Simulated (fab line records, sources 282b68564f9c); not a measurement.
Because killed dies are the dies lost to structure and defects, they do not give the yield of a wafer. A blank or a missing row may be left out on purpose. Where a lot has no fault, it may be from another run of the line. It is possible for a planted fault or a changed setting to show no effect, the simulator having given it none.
One fault seen from 2 desks | flow rit cmos | every desk sees just its own numbers, and what lay behind them comes last

== THE TOOL OWNER'S DESK: lpcvd-02 ==
The tool's own readings at RIT_ACTIVE_CVD_03 (deposits Si3N4 from SiH2Cl2/NH3, target thk 150 nm, time 1500 s): means of the sampled wafers that have a number, for each lot that ran on this tool. Marked OUT: a lot whose mean sits more than 4 standard deviations from the usual mean, which makes it out of limits; the brackets give that distance.
Columns: A = spike tc centre C at RIT_ACTIVE_CVD_03, usual 813.6 C; B = spike tc load C at RIT_ACTIVE_CVD_03, usual 836.1 C; C = spike tc source C at RIT_ACTIVE_CVD_03, usual 830 C; D = susceptor temp C at RIT_ACTIVE_CVD_03, usual 810.1 C
lot  | first seen here | A               | B               | C             | D
L582 | day 1 17:13     | 814.4           | 837.1           | 829           | 809.8
L583 | day 1 22:13     | 814.6           | 837.2           | 828           | 810.4
L584 | day 2 03:07     | 812.4           | 835.7           | 829           | 810.4
L586 | day 2 14:06     | 811.9           | 836.9           | 830           | 810.1
L588 | day 3 00:54     | 811.8           | 836.8           | 830           | 809.7
L590 | day 3 09:07     | 850.1 (+28) OUT | 873.6 (+22) OUT | 868 (+10) OUT | 848.0 (+99 or more) OUT
L595 | day 4 11:10     | 850.5 (+28) OUT | 875.5 (+23) OUT | 868 (+10) OUT | 848.0 (+99 or more) OUT
This desk's verdict: out of limits on L590, L595, starting with L590 at day 3 09:07 (spike tc centre C at RIT_ACTIVE_CVD_03). In limits: L582, L583, L584, L586, L588.

== AT THE METROLOGY DESK ==
What the gauges read, lot by lot, whatever tool the lot ran on: means of the sampled wafers that have a number. Marked OUT: a lot whose mean sits more than 4 standard deviations from the usual mean, which makes it out of limits; the brackets give that distance.
Columns: A = INCOMING_BOW at RIT_ACTIVE_BOW_MEAS_00, usual 1 um; B = ACTIVE_NITRIDE_THK at RIT_ACTIVE_THK_MEAS_04, usual 149.9 nm; C = FOX1_OXIDE_THK at RIT_FOX1_THK_MEAS_01, usual 350 nm; D = PWELL_TW at RIT_PWELL_TW_MEAS_10, usual 944
lot  | first seen here | A  | B               | C   | D
L581 | day 1 10:01     | 3  | 152.0           | 356 | 947
L582 | day 1 15:01     | 1  | 148.1           | 351 | 950
L583 | day 1 20:00     | 1  | 149.7           | 357 | 949
L584 | day 2 01:01     | 2  | 148.7           | 346 | 949
L585 | day 2 06:01     | -5 | 150.7           | 359 | 946
L586 | day 2 11:02     | 4  | 148.6           | 351 | 934
L588 | day 2 21:01     | -3 | 149.3           | 347 | 949
L589 | day 3 02:00     | 5  | 147.9           | 340 | 936
L590 | day 3 07:04     | -5 | 253.7 (+69) OUT | -   | -
L591 | day 3 12:02     | 6  | 149.5           | 346 | 929
L595 | day 4 08:02     | -9 | 252.7 (+69) OUT | -   | -
L598 | day 4 23:00     | 4  | 150.7           | 355 | 948
L600 | day 5 09:00     | 4  | 147.4           | 352 | 930
L603 | day 6 00:00     | 6  | 151.1           | 343 | 940
This desk reports L590, L595 out of limits; the earliest was L590 at day 3 11:16 (ACTIVE_NITRIDE_THK at RIT_ACTIVE_THK_MEAS_04). In limits: L581, L582, L583, L584, L585, L586, L588, L589, L591, L598, L600, L603.

== ALL TOGETHER ==
At day 3 09:07, on L590, L595, the tool owner's desk was in a position to raise an alarm.
On L590, L595, the metrology desk was in a position to raise an alarm at day 3 11:16.
All the named lots went through RIT_ACTIVE_CVD_03 on lpcvd-02.

== WHAT THE SIMULATOR PUT IN ==
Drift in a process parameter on lpcvd-02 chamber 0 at RIT_ACTIVE_CVD_03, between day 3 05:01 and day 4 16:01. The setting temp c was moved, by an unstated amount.
Struck lots among those shown: L590, L595.
Fault start to first reading out of limits, in hours, per desk: tool owner, 4; metrology, 6.
